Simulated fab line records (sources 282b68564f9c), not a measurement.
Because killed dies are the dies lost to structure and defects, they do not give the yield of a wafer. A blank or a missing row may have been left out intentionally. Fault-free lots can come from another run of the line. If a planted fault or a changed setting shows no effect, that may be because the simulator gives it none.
fab line records	flow rit_cmos
record lots=6	wafers=18	last_day=6
route steps=202 shown FOX2@24 NWELL@28 PWELL@40 WELLDRIVE@50 M1@202
lots that met no fault: taken from a fault-free run of the same line
start_h: hours from the record's first day to the start of the lot's first wafer shown	wait_h: hours elapsed since this lot's preceding step	" same as the row above	L1.1+2: one row covering several wafers at once	- either no value or no given start	* or withheld: withheld	< > ~ a bound
route shown NAME@n: a module of which the file shows steps, and the number in the route of the first	usual: average and standard deviation across the fault-free wafers	same: alike in all rows	chamber/n: place in a boat	sites: the reading at each site	_std_site: how widely they spread, as a standard deviation	_edge_site: mean of outer sites minus mean of inner sites	radius_mm: for every site, how far away it sits from the centre of the wafer	mask NAME#n: copy n	behind: tool/chamber where the wafer was last shaped	hold: cause of the lot's hold/its duration in hours/its outcome	device: the n, p or np transistor that did not switch	end of line: the same wafers' tests at the end of the route	a step given without rows: its recipe and nothing more	killed: count of dies lost to structure and defects at first sort (not the wafer's yield)	map: the dies of a wafer, with x for killed, . for not killed, _ for no die there
set.NAME: the run value of the setting; set.NAME@STEP: its run value at that earlier step	model.NAME: the simulator's own value behind a step, which no gauge read
lots at selected steps of the route; one table per step, one row per wafer
services: from which hour (start_h, from the record's first day; less than 0 if before it) a tool's chamber was out of use, for how many hours, and why
## steps
# step RIT_FOX2_THK_MEAS_01
# recipe reads=SiO2_of_FOX2_OXIDATION_00
# usual FOX2_OXIDE_THK=349/7.3
lot.wafer	tool	chamber	start_h	wait_h	FOX2_OXIDE_THK[nm]
L612.1	film_metro-04	-	34.59	0.0	360
L612.2	"	-	"	"	358
L612.5	"	-	"	"	358
L617.1	film_metro-03	-	60.13	0.0	351
L617.3	"	-	"	"	352
L617.5	"	-	"	"	354
L619.2	film_metro-02	-	68.47	0.0	368
L619.4	"	-	"	"	363
L619.5	"	-	"	"	366
L623.3	film_metro-02	-	95.59	0.0	349
L623.5	"	-	"	"	350
L623.6	"	-	"	"	354
L624.3	film_metro-03	-	99.45	0.0	348
L624.4	"	-	"	"	350
L624.5	"	-	"	"	342
L627.2	film_metro-03	-	110.39	0.0	348
L627.5	"	-	"	"	346
L627.6	"	-	"	"	344
# step RIT_FOX2_CLEAN_02
# recipe chemistry=dHF	dilution=50:1	time_s=180
# step RIT_FOX2_WET_ETCH_03
# recipe chemistry=H3PO4	target=Si3N4	target_depth_nm=195	temp_c=165	time_s=2700
# step RIT_FOX2_THK_MEAS_90
# recipe reads=SiO2_of_FOX2_OXIDATION_00
# usual FIELD_OXIDE_LEFT_1_THK=321/7.3
lot.wafer	tool	chamber	start_h	wait_h	FIELD_OXIDE_LEFT_1_THK[nm]
L612.1	film_metro-04	-	35.46	0.0	333
L612.2	"	-	"	"	331
L612.5	"	-	"	"	330
L617.1	film_metro-03	-	61.01	0.0	324
L617.3	"	-	"	"	324
L617.5	"	-	"	"	327
L619.2	film_metro-04	-	69.34	0.0	341
L619.4	"	-	"	"	336
L619.5	"	-	"	"	339
L623.3	film_metro-03	-	96.46	0.0	322
L623.5	"	-	"	"	322
L623.6	"	-	"	"	326
L624.3	film_metro-04	-	100.33	0.0	320
L624.4	"	-	"	"	322
L624.5	"	-	"	"	315
L627.2	film_metro-03	-	111.33	0.0	321
L627.5	"	-	"	"	318
L627.6	"	-	"	"	318
# step RIT_NWELL_HMDS_00
# recipe prime_time_s=60	prime_temp_c=140
# step RIT_NWELL_COAT_01
# recipe resist=NOVOLAK	spin_rpm=2000	resist_thk_nm=1300
# step RIT_NWELL_SOFTBAKE_02
# recipe resist=NOVOLAK	temp_c=90	time_s=60
# step RIT_NWELL_EXPOSE_03
# recipe mask_id=M2	na=0.57	target_cd_nm=43900	dose_mj=250
# step RIT_NWELL_PEB_04
# recipe resist=NOVOLAK	temp_c=withheld	time_s=withheld
# step RIT_NWELL_DEVELOP_05
# recipe resist=NOVOLAK	develop_time_s=71.32	dev_temp_c=23
# step RIT_NWELL_OVL_MEAS_06
# usual NWELL_OVL=0.1/1.3
lot.wafer	tool	chamber	start_h	wait_h	NWELL_OVL[nm]
L612.1	overlay-01	-	36.40	-	0.2
L612.2	"	-	"	"	0.3
L612.5	"	-	"	"	-0.6
L617.1	overlay-02	-	61.95	-	0.3
L617.3	"	-	"	"	-1.6
L617.5	"	-	"	"	0.0
L619.2	overlay-02	-	70.28	-	-1.2
L619.4	"	-	"	"	-1.3
L619.5	"	-	"	"	-1.1
L623.3	overlay-01	-	97.66	-	2.5
L623.5	"	-	"	"	1.0
L623.6	"	-	"	"	1.3
L624.3	overlay-01	-	101.38	-	-1.3
L624.4	"	-	"	"	-1.7
L624.5	"	-	"	"	-2.3
L627.2	overlay-01	-	112.27	-	0.9
L627.5	"	-	"	"	-2.2
L627.6	"	-	"	"	-0.1
# step RIT_NWELL_HARDBAKE_07
# recipe resist=NOVOLAK	temp_c=140	time_s=120
# step RIT_NWELL_IMPLANT_08
# recipe species=P	energy_kev=170	dose_cm2=5e+13	tilt_deg=7
# usual dose_ions_cm2=5e+13/5.1e+10	faraday_current_uA=158/3.2
lot.wafer	tool	chamber	start_h	wait_h	dose_ions_cm2	faraday_current_uA
L612.1	implanter-02	0	36.69	0.2	5.001e+13	156
L612.2	"	0	"	"	5.005e+13	160
L612.5	"	0	"	"	5.014e+13	156
L617.1	implanter-04	0	62.23	0.2	4.997e+13	162
L617.3	"	0	"	"	5.006e+13	162
L617.5	"	0	"	"	5.006e+13	158
L619.2	implanter-04	0	70.58	0.2	3.474e+13	112
L619.4	"	0	"	"	3.474e+13	111
L619.5	"	0	"	"	3.475e+13	106
L623.3	implanter-04	0	97.98	0.2	3.479e+13	107
L623.5	"	0	"	"	3.476e+13	107
L623.6	"	0	"	"	3.478e+13	110
L624.3	implanter-03	0	101.71	0.2	4.992e+13	156
L624.4	"	0	"	"	4.995e+13	158
L624.5	"	0	"	"	4.996e+13	158
L627.2	implanter-03	0	112.58	0.2	4.993e+13	159
L627.5	"	0	"	"	4.998e+13	161
L627.6	"	0	"	"	4.995e+13	159
# step RIT_NWELL_STRIP_09
# recipe chemistry=O2	time_s=180	resist=NOVOLAK	platen_temp_c=withheld	power_w=500	pressure_mtorr=4000	o2_flow_sccm=4000
# usual drypump_motor_current_A=5.83/0.21
# same time_s=180
lot.wafer	tool	chamber	start_h	wait_h	drypump_motor_current_A	rf_hours_counter_h
L612.1	plasma_asher-02	1	36.84	0.1	5.66	26
L612.2	"	0	"	"	5.63	26
L612.5	"	0	"	"	5.66	-
L617.1	plasma_asher-02	1	62.38	0.1	5.66	29
L617.3	"	1	"	"	5.66	-
L617.5	"	1	"	"	5.66	-
L619.2	plasma_asher-03	0	70.71	0.1	6.17	40
L619.4	"	0	"	"	6.16	-
L619.5	"	0	"	"	6.18	-
L623.3	plasma_asher-01	0	98.14	0.1	5.66	-
L623.5	"	1	"	"	5.72	-
L623.6	"	0	"	"	5.63	-
L624.3	plasma_asher-03	1	101.87	0.1	6.08	-
L624.4	"	0	"	"	6.15	-
L624.5	"	1	"	"	6.08	-
L627.2	plasma_asher-01	0	112.70	0.1	5.67	49
L627.5	"	0	"	"	5.66	-
L627.6	"	1	"	"	5.73	-
# step RIT_NWELL_TW_MEAS_10
# usual NWELL_TW=2150/35
lot.wafer	tool	chamber	start_h	wait_h	hold	NWELL_TW
L612.1	film_metro-02	-	37.01	0.1	-	2109
L612.2	"	-	"	"	-	2106
L612.5	"	-	"	"	-	2107
L617.1	film_metro-02	-	62.56	0.1	-	2107
L617.3	"	-	"	"	-	2107
L617.5	"	-	"	"	-	2116
L619.2	film_metro-04	-	70.89	0.1	await_dispo/0.2h/release	1893
L619.4	"	-	"	"	await_dispo/0.2h/release	1900
L619.5	"	-	"	"	await_dispo/0.2h/release	1897
L619.2	film_metro-04	-	71.12	0.2	-	1904
L619.4	"	-	"	"	-	1898
L619.5	"	-	"	"	-	1907
L623.3	film_metro-01	-	98.28	0.1	await_dispo/0.2h/release	1947
L623.5	"	-	"	"	await_dispo/0.2h/release	1941
L623.6	"	-	"	"	await_dispo/0.2h/release	1942
L623.3	film_metro-01	-	98.50	0.2	-	1951
L623.5	"	-	"	"	-	1937
L623.6	"	-	"	"	-	1942
L624.3	film_metro-04	-	102.00	0.1	-	2149
L624.4	"	-	"	"	-	2155
L624.5	"	-	"	"	-	2149
L627.2	film_metro-01	-	112.89	0.1	-	2198
L627.5	"	-	"	"	-	2179
L627.6	"	-	"	"	-	2193
# step RIT_PWELL_COAT_01
# recipe resist=NOVOLAK	spin_rpm=2000	resist_thk_nm=1300
# step RIT_PWELL_SOFTBAKE_02
# recipe resist=NOVOLAK	temp_c=90	time_s=60
# step RIT_PWELL_EXPOSE_03
# recipe mask_id=M3	na=0.57	target_cd_nm=43700	dose_mj=250
# step RIT_PWELL_PEB_04
# recipe resist=NOVOLAK	temp_c=withheld	time_s=withheld
# step RIT_PWELL_DEVELOP_05
# recipe resist=NOVOLAK	develop_time_s=68	dev_temp_c=23
# step RIT_PWELL_OVL_MEAS_06
# usual PWELL_OVL=-0.1/1.3
lot.wafer	tool	chamber	start_h	wait_h	PWELL_OVL[nm]
L612.1	overlay-01	-	37.98	-	0.7
L612.2	"	-	"	"	-1.4
L612.5	"	-	"	"	-1.3
L617.1	overlay-02	-	63.62	-	1.0
L617.3	"	-	"	"	0.8
L617.5	"	-	"	"	1.3
L619.2	overlay-02	-	74.71	-	1.1
L619.4	"	-	"	"	-0.2
L619.5	"	-	"	"	-0.5
L624.3	overlay-02	-	103.06	-	0.8
L624.4	"	-	"	"	-1.5
L624.5	"	-	"	"	1.7
L623.3	overlay-02	-	103.22	-	-1.6
L623.5	"	-	"	"	0.9
L623.6	"	-	"	"	-0.2
L627.2	overlay-02	-	113.82	-	-1.2
L627.5	"	-	"	"	-2.1
L627.6	"	-	"	"	0.6
# step RIT_PWELL_HARDBAKE_07
# recipe resist=NOVOLAK	temp_c=140	time_s=120
# step RIT_PWELL_IMPLANT_08
# recipe species=B	energy_kev=170	dose_cm2=7e+13	tilt_deg=7
# step RIT_PWELL_STRIP_09
# recipe chemistry=O2	time_s=180	resist=NOVOLAK	platen_temp_c=withheld	power_w=500	pressure_mtorr=4000	o2_flow_sccm=4000
# usual drypump_motor_current_A=5.68/0.22
# same time_s=180
lot.wafer	tool	chamber	start_h	wait_h	drypump_motor_current_A	rf_hours_counter_h
L612.1	plasma_asher-02	1	38.42	0.1	5.65	27
L612.2	"	0	"	"	5.62	27
L612.5	"	1	"	"	5.67	-
L617.1	plasma_asher-02	1	64.06	0.1	5.63	29
L617.3	"	0	"	"	5.67	-
L617.5	"	1	"	"	5.66	-
L619.2	plasma_asher-02	1	75.14	0.1	5.63	30
L619.4	"	0	"	"	5.62	-
L619.5	"	1	"	"	5.64	-
L624.3	plasma_asher-04	0	103.54	0.1	6.11	-
L624.4	"	1	"	"	5.29	-
L624.5	"	0	"	"	6.11	-
L623.3	plasma_asher-04	0	103.79	0.1	6.08	-
L623.5	"	1	"	"	5.31	-
L623.6	"	0	"	"	6.09	-
L627.2	plasma_asher-01	1	114.25	0.1	5.72	49
L627.5	"	1	"	"	5.72	-
L627.6	"	0	"	"	5.67	-
# step RIT_PWELL_TW_MEAS_10
# usual PWELL_TW=951/15
lot.wafer	tool	chamber	start_h	wait_h	PWELL_TW
L612.1	film_metro-04	-	38.59	0.1	952
L612.2	"	-	"	"	949
L612.5	"	-	"	"	956
L617.1	film_metro-01	-	64.23	0.1	970
L617.3	"	-	"	"	976
L617.5	"	-	"	"	971
L619.2	film_metro-02	-	75.32	0.1	941
L619.4	"	-	"	"	934
L619.5	"	-	"	"	938
L624.3	film_metro-01	-	103.68	0.1	968
L624.4	"	-	"	"	972
L624.5	"	-	"	"	971
L623.3	film_metro-02	-	103.93	0.1	940
L623.5	"	-	"	"	949
L623.6	"	-	"	"	942
L627.2	film_metro-02	-	114.44	0.1	941
L627.5	"	-	"	"	944
L627.6	"	-	"	"	939
# step RIT_WELLDRIVE_ANNEAL_00
# recipe temp_c=1100	time_s=14700	ambient=N2
# step RIT_WELLDRIVE_RS_MEAS_01
# recipe thk_meas_gauge=four-point-probe
# usual NWELL_RS=275.4/0.8
lot.wafer	tool	chamber	start_h	wait_h	hold	NWELL_RS[ohm/sq]
L612.1	film_metro-04	-	44.58	0.0	-	275.1
L612.2	"	-	"	"	-	274.9
L612.5	"	-	"	"	-	274.2
L617.1	film_metro-01	-	69.45	0.0	-	276.1
L617.3	"	-	"	"	-	275.2
L617.5	"	-	"	"	-	275.5
L619.2	film_metro-02	-	80.59	0.1	await_dispo/0.2h/release	345.7
L619.4	"	-	"	"	await_dispo/0.2h/release	344.8
L619.5	"	-	"	"	await_dispo/0.2h/release	346.7
L619.2	film_metro-02	-	80.88	0.3	-	344.6
L619.4	"	-	"	"	-	344.4
L619.5	"	-	"	"	-	346.9
L623.3	film_metro-01	-	109.09	0.0	await_dispo/0.2h/release	345.2
L623.5	"	-	"	"	await_dispo/0.2h/release	346.6
L623.6	"	-	"	"	await_dispo/0.2h/release	344.5
L623.3	film_metro-01	-	109.38	0.3	-	345.6
L623.5	"	-	"	"	-	346.4
L623.6	"	-	"	"	-	344.5
L624.3	film_metro-02	-	110.35	0.0	-	275.1
L624.4	"	-	"	"	-	275.3
L624.5	"	-	"	"	-	275.7
L627.2	film_metro-04	-	121.01	0.0	-	274.6
L627.5	"	-	"	"	-	275.7
L627.6	"	-	"	"	-	275.2
# step RIT_M1_PROBE_99
# usual defect_limited_yield=97.2/1.3	killed_at_M0_to_M3=0.0/0.25	killed_at_front_end=7/3.4	killed_dies=7/3.4	killed_open=3.7/2.2	killed_short=3.6/2.2	sort_bin_3_pad_short=0.2/0.24	sort_bin_5_function=1.6/0.94	sort_bin_6_memory=1.1/0.72	sort_n_pass=257/3.4	sort_yield_pct=97.2/1.3
# same gross_dies=264	killed_at_M4_up=0	killed_at_back_side=0	killed_at_contacts=0	killed_at_other=0
lot.wafer	tool	chamber	start_h	wait_h	defect_limited_yield[%]	killed_at_M0_to_M3	killed_at_front_end	killed_dies	killed_open	killed_short	sort_bin_3_pad_short[%]	sort_bin_5_function[%]	sort_bin_6_memory[%]	sort_n_pass	sort_yield_pct[%]
L612.1	prober-01	-	76.29	0.1	99.2	0	2	2	2	0	0	0.4	0.4	262	99.2
L612.2	prober-01	-	76.34	0.1	95.1	0	13	13	9	4	0.4	3.0	1.5	251	95.1
L612.5	prober-01	-	76.49	0.2	95.1	0	13	13	4	9	0.4	3.4	1.1	251	95.1
L617.1	prober-02	-	105.11	0.1	97.3	0	7	7	2	3	0	1.1	1.5	257	97.3
L617.3	prober-02	-	105.21	0.2	98.9	0	3	3	2	1	0	1.1	0	261	98.9
L617.5	prober-02	-	105.31	0.2	99.6	0	1	1	1	0	0	0	0.4	263	99.6
L624.3	prober-01	-	144.51	0.2	96.6	0	9	9	5	4	0.4	0.4	2.7	255	96.6
L624.4	prober-01	-	144.56	0.2	98.5	0	4	4	3	1	0	1.1	0.4	260	98.5
L624.5	prober-01	-	144.61	0.2	94.3	0	15	15	5	10	0.4	4.2	1.1	249	94.3
L627.2	prober-02	-	151.43	0.1	96.2	2	8	10	6	2	0	2.3	1.5	254	96.2
L627.5	prober-02	-	151.58	0.2	97.0	0	8	8	4	4	0.4	1.9	0.8	256	97.0
L627.6	prober-02	-	151.63	0.2	98.1	0	5	5	1	3	0.4	1.1	0.4	259	98.1
# killed by level:class
L612.1 FOX2:geometric_particle:open=1 GATE:geometric_particle:open=1
L612.2 FOX1:geometric_particle:open=3 GATE:geometric_particle:open=3 SPACER:geometric_particle:open=2 SILICIDE:geometric_particle:short=2 FOX2:geometric_particle:open=1 GATE:geometric_particle:short=1 SPACER:geometric_particle:short=1
L612.5 GATE:geometric_particle:short=6 GATE:geometric_particle:open=3 REOX:geometric_particle:short=1 SPACER:geometric_particle:open=1 SPACER:geometric_particle:short=1 SILICIDE:geometric_particle:short=1
L617.1 NSD:coat_microbubble_printed=2 FOX1:geometric_particle:short=1 FOX2:geometric_particle:short=1 GATE:geometric_particle:short=1 SPACER:geometric_particle:open=1 SILICIDE:geometric_particle:open=1
L617.3 GATE:geometric_particle:open=1 REOX:geometric_particle:short=1 SPACER:geometric_particle:open=1
L617.5 REOX:geometric_particle:open=1
L624.3 FOX2:geometric_particle:open=3 GATE:geometric_particle:short=2 SILICIDE:geometric_particle:open=2 REOX:geometric_particle:short=1 SILICIDE:geometric_particle:short=1
L624.4 FOX2:geometric_particle:open=1 GATE:geometric_particle:open=1 GATE:geometric_particle:short=1 REOX:geometric_particle:open=1
L624.5 GATE:geometric_particle:short=5 SILICIDE:geometric_particle:short=4 GATE:geometric_particle:open=2 REOX:geometric_particle:open=2 REOX:geometric_particle:short=1 SILICIDE:geometric_particle:open=1
L627.2 REOX:geometric_particle:open=2 SILICIDE:geometric_particle:open=2 M1:coat_microbubble_printed=2 GATE:geometric_particle:short=1 GATE:geometric_particle:open=1 SPACER:geometric_particle:open=1 SILICIDE:geometric_particle:short=1
L627.5 GATE:geometric_particle:open=3 GATE:geometric_particle:short=2 FOX1:geometric_particle:short=1 SPACER:geometric_particle:open=1 SILICIDE:geometric_particle:short=1
L627.6 GATE:geometric_particle:short=3 FOX1:geometric_particle:open=1 NWELL:coat_microbubble_printed=1
## services
tool	chamber	start_h	hours	kind
implanter-04	-	13.28	28.8	repair
implanter-03	-	19.19	0.8	repair
plasma_asher-03	-	23.76	2.9	repair
implanter-02	-	87.65	5.7	repair
plasma_asher-02	-	104.47	14.6	pm
plasma_asher-04	-	108.84	9.0	pm
plasma_asher-04	0	108.84	9.0	vent_cycle
plasma_asher-04	1	108.84	9.0	vent_cycle
## key
first_sign step=RIT_NWELL_IMPLANT_08	reading=dose_ions_cm2	direction=down	sigmas=99+	usual=5e+13	struck=3.476e+13
effect step=RIT_NWELL_IMPLANT_08	reading=faraday_current_uA	direction=down	sigmas=15	usual=158	struck=109
effect step=RIT_NWELL_TW_MEAS_10	reading=visit	direction=added
effect step=RIT_NWELL_TW_MEAS_10	reading=NWELL_TW	direction=down	sigmas=6.5	usual=2150	struck=1920
effect step=RIT_WELLDRIVE_RS_MEAS_01	reading=visit	direction=added
effect step=RIT_WELLDRIVE_RS_MEAS_01	reading=NWELL_RS	direction=up	sigmas=88	usual=275.4	struck=345.6
met_at RIT_NWELL_IMPLANT_08
struck_wafers L619.2,L619.4,L619.5,L623.3,L623.5,L623.6
scrapped_behind RIT_WELLDRIVE_RS_MEAS_01 L619.2,L619.4,L619.5,L623.3,L623.5,L623.6
onset_between 62.23 70.58
fault kind=process_parameter_drift	tool=implanter-04	chamber=-	onset_h=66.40	steps=RIT_NWELL_IMPLANT_08	channel=dose_cm2	offset=-1.52e+13	shape=step	end_h=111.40	acts_in=these_recipes_only	stated=5e+13
